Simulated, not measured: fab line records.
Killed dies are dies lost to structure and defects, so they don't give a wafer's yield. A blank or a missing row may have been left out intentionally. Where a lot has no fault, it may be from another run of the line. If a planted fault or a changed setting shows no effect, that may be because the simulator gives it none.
Problem report in the 8D (eight disciplines) form, filled by code || flow berkeley-cmos170 || the parts of the form that need people (team, actions taken, sign-off) are left out

== 1. PROBLEM STATEMENT ==
Mean of developer-temp-C at UCB170_M3_DEVELOP_14: 21.84 C across 6 wafers in 2 lots; on wafers with no fault it is 20.98 C (standard deviation 0.11). Relative to the usual mean, that is a shift of +7.8 standard deviations.
The step: develop time 45 s.
First observed at day 11 20:00: wafer L739.3, on litho-track-02. Wafers with a number at this step in the record: 42, from 14 lots. Rule for "out", or "out of limits": more than 4 standard deviations from the usual mean. All remaining wafers that have a number are taken as sound.

== 2. WHAT IT IS, WHAT IT ISN'T ==
{"question": "which readings at this step", "is": "developer-temp-C", "is not": "exhaust-pa"}
{"question": "which lots", "is": "L739, L742", "is not": "L724, L725, L726, L727, L728, L729, L730, L731, L734, L743, L745, L746"}
{"question": "which wafers of those lots", "is": "all that have a number", "is not": "-"}
{"question": "read on which tools", "is": "litho-track-02", "is not": "litho-track-01, litho-track-04"}
{"question": "when", "is": "from day 11 20:00", "is not": "up to then (27 sound wafers); but 9 sound wafers of L743, L745, L746 came after"}

== 3. THE SUSPECTS, EACH WITH WHAT RULES IT OUT ==
Counting: a tool at any process step up to the reading remains a suspect when it ran all the lots that are out and ran no sound lot after the first of those.
- litho-track-02 at UCB170_M3_DEVELOP_14 (develop time 45 s): kept. Every lot that is out went through it, starting with L739 (day 11 20:00), and after that it ran no sound lot; the last sound lot it ran before then is L728 (day 10 09:00). On those wafers its own readings are out: developer-temp-C.
The count leaves litho-track-02 at UCB170_M3_DEVELOP_14.

== 4. THE CAUSE (what the simulator had put in) ==
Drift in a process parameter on litho-track-02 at UCB170_M3_DEVELOP_14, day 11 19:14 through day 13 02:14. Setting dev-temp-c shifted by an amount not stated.
After counting, this tool was the only one left.

== 5. SEQUENCE OF EFFECTS, ordered by route ==
Rows list readings where the struck wafers' mean (over those with a number) sits beyond 3 standard deviations from the usual. Only readings whose record carries a usual standard deviation are examined. hours: median over the lots of the time between each lot's start at the first step of this table that gives one and its start at this step. sigmas: the change, counted in usual standard deviations.
{"hours": 0, "step": "UCB170_M3_DEVELOP_14", "reading": "developer-temp-C", "usual": "20.98 C", "on struck wafers": 21.84, "change": "+0.86", "sigmas": "+7.8"}
It contains these process steps:
- UCB170_M3_DEVELOP_14: develop time 45 s.

== 6. WHAT WOULD HAVE CAUGHT IT SOONER ==
In this record the first reading out of limits was taken at day 11 20:00, 1 hour after the fault began at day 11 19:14.
